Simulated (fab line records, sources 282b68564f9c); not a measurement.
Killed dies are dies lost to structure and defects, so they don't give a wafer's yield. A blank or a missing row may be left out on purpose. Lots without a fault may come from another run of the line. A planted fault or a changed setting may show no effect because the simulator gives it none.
A struck lot beside a sound one | flow rit_cmos | 34 steps out of a route of 202
Sound: wafers L863.2, L863.5, L863.6. Struck: wafers L881.1, L881.2, L881.5. The cause comes at the end.
At each step with rows: each side's tool, then ch and its chambers, then its first start. Under that, the readings that differ: sound wafers | struck wafers | difference of the means | sigmas: that difference in standard deviations of wafers without a fault.
alike: readings whose means differ by less than 2 such deviations, and words and numbers that are the same on both sides. not compared: withheld readings, readings that some wafer has no value for, bounds like >300 that may hide the same value, and numbers for which the record gives no deviation and whose values overlap.
The two part at a step that has a row with sigmas, a row that says differs or no value, or rows on one side only. Numbers that don't overlap but have no deviation are shown without sigmas and don't part them. A reading that every wafer of one side lacks parts them only if that side has two wafers or more.

RIT_ACTIVE_BOW_MEAS_00:
  sound on film_metro-04, day 2 11:01; struck on film_metro-02, day 6 05:00
  alike: INCOMING_BOW
then, 1 step without rows for these wafers: RIT_ACTIVE_OXIDATION_01 (target thk 46.8 nm, ox time 3360 s).
RIT_ACTIVE_THK_MEAS_02:
  sound on film_metro-03, day 2 13:04; struck on film_metro-02, day 6 07:03
  alike: ACTIVE_OXIDE_THK
RIT_ACTIVE_CVD_03: deposits Si3N4 from SiH2Cl2/NH3, target thk 150 nm, time 1500 s.
  sound on lpcvd-01 ch 0, day 2 13:07; struck on lpcvd-02 ch 0, day 6 07:07
  reading                                  | sound             | struck            | difference                    | sigmas
  susceptor_temp_C (C)                     | 810.6 810.3 810.1 | - - -             | no value on the struck wafers |
  model.Si3N4_of_ACTIVE_CVD_03.thk_nm (nm) | 147.4 148.7 147.4 | 126.5 125.7 126.7 | -21.5                         |
RIT_ACTIVE_THK_MEAS_04:
  sound on film_metro-04, day 2 14:32; struck on film_metro-02, day 6 08:46
  reading                 | sound             | struck            | difference | sigmas
  ACTIVE_NITRIDE_THK (nm) | 147.5 148.7 147.4 | 126.5 125.8 126.7 | -21.5      | -15
  not compared: hold
then, 5 steps without rows for these wafers: RIT_ACTIVE_COAT_06 (resist thk 1000 nm); RIT_ACTIVE_SOFTBAKE_07 (time 60 s); RIT_ACTIVE_EXPOSE_08 (exposes mask M1, target cd 1400 nm); RIT_ACTIVE_PEB_09; RIT_ACTIVE_DEVELOP_10 (develop time 50 s).
RIT_ACTIVE_CD_MEAS_11: target cd 1400 nm.
  sound on cd_sem-01, day 2 15:35; struck on cd_sem-01, day 6 13:04
  alike: cd_nm
then, 1 step without rows for these wafers: RIT_ACTIVE_HARDBAKE_12 (time 60 s).
RIT_ACTIVE_ETCH_13: etches Si3N4 in SF6, stops on SiO2, time 210 s, target depth 210 nm.
  sound on rie_diel-02 ch 0,1,2, day 2 15:50; struck on rie_diel-03 ch 0,1,3, day 6 13:20
  reading                            | sound             | struck            | difference | sigmas
  oes_product_au (a.u.)              | 0.801 0.835 0.793 | 0.738 0.725 0.746 | -0.073     | -5
  model.ACTIVE.feature_depth_nm (nm) | 147.9 148.9 147.4 | 126.5 126.7 126.9 | -21.4      |
  model.etch.depth_nm (nm)           | 147.4 148.7 147.4 | 126.5 125.7 126.7 | -21.5      |
  alike: drypump_motor_current_A, throttle_valve_pct
  not compared: rf_hours_counter_h
RIT_ACTIVE_STRIP_14: strips in O2, time 180 s.
  sound on plasma_asher-03 ch 0,1, day 2 15:58; struck on plasma_asher-04 ch 0,1, day 6 13:28
  alike: drypump_motor_current_A
  not compared: rf_hours_counter_h
RIT_ACTIVE_CD_MEAS_90: target cd 1400 nm.
  sound on cd_sem-02, day 2 16:10; struck on cd_sem-01, day 6 13:39
  alike: cd_nm
then, 3 steps without rows for these wafers: RIT_ACTIVE_CLEAN_15 (cleans in SC1, time 600 s); RIT_ACTIVE_CLEAN_16 (cleans in dHF, time 30 s); RIT_ACTIVE_CLEAN_17 (cleans in SC2, time 600 s).
RIT_FOX1_OXIDATION_00: target thk 350.7 nm, ox time 1130 s.
  sound on furnace-01 ch 0, day 2 16:39; struck on furnace-01 ch 0, day 6 17:41
  reading                                     | sound             | struck          | difference | sigmas
  model.SiO2_of_FOX1_OXIDATION_00.thk_nm (nm) | 354.4 349.2 356.2 | 342 343.2 344.3 | -10        |
RIT_FOX1_THK_MEAS_01:
  sound on film_metro-02, day 2 17:58; struck on film_metro-01, day 6 19:00
  alike: FOX1_OXIDE_THK
then, 1 step without rows for these wafers: RIT_FOX1_WET_ETCH_02 (etches SiO2 in BOE, target depth 350 nm, time 390 s).
RIT_FOX2_OXIDATION_00: target thk 350.7 nm, ox time 1130 s.
  sound on furnace-01 ch 0, day 2 19:28; struck on furnace-02 ch 0, day 6 19:25
  reading                                     | sound           | struck            | difference | sigmas
  model.SiO2_of_FOX2_OXIDATION_00.thk_nm (nm) | 341.5 345 333.3 | 354.5 360.1 359.3 | +18.0      |
RIT_FOX2_THK_MEAS_01:
  sound on film_metro-01, day 2 20:47; struck on film_metro-04, day 6 20:44
  reading             | sound       | struck      | difference | sigmas
  FOX2_OXIDE_THK (nm) | 342 345 333 | 355 360 359 | +18        | +2
RIT_FOX2_CLEAN_02: cleans in dHF, time 180 s.
  sound on wet_bench-01 ch 2, day 2 20:50; struck on wet_bench-02 ch 2, day 6 20:47
  reading                                  | sound             | struck            | difference | sigmas
  model.Si3N4_of_ACTIVE_CVD_03.thk_nm (nm) | 128.2 129.6 128.2 | 107.2 106.5 107.5 | -21.6      |
then, 1 step without rows for these wafers: RIT_FOX2_WET_ETCH_03 (etches Si3N4 in H3PO4, target depth 195 nm, time 2700 s).
RIT_FOX2_THK_MEAS_90:
  sound on film_metro-04, day 2 21:40; struck on film_metro-03, day 6 21:37
  reading                     | sound       | struck      | difference | sigmas
  FIELD_OXIDE_LEFT_1_THK (nm) | 314 318 306 | 327 332 332 | +18        | +2
then, 6 steps without rows for these wafers: RIT_NWELL_HMDS_00 (prime time 60 s); RIT_NWELL_COAT_01 (resist thk 1300 nm); RIT_NWELL_SOFTBAKE_02 (time 60 s); RIT_NWELL_EXPOSE_03 (exposes mask M2, target cd 43900 nm); RIT_NWELL_PEB_04; RIT_NWELL_DEVELOP_05 (develop time 68 s).
RIT_REOX_OXIDATION_03: target thk 25.2 nm, ox time 5580 s.
  sound on furnace-04 ch 0, day 3 15:23; struck on furnace-01 ch 0, day 7 18:43
  reading                                     | sound             | struck            | difference | sigmas
  model.SiO2_of_REOX_OXIDATION_03.thk_nm (nm) | 25.25 25.54 25.54 | 24.47 24.15 24.68 | -1.01      |
RIT_M1_PROBE_99:
  sound on prober-01, day 4 10:31; struck on prober-01, day 8 15:55
  alike: killed_at_contacts, killed_at_front_end, killed_dies, killed_open, killed_short

WHERE THEY PART
First at RIT_ACTIVE_CVD_03; last, within this record, at RIT_FOX2_THK_MEAS_90. Later steps at which nothing parts them and some readings are alike: RIT_M1_PROBE_99.

WHY: what the simulator had put in
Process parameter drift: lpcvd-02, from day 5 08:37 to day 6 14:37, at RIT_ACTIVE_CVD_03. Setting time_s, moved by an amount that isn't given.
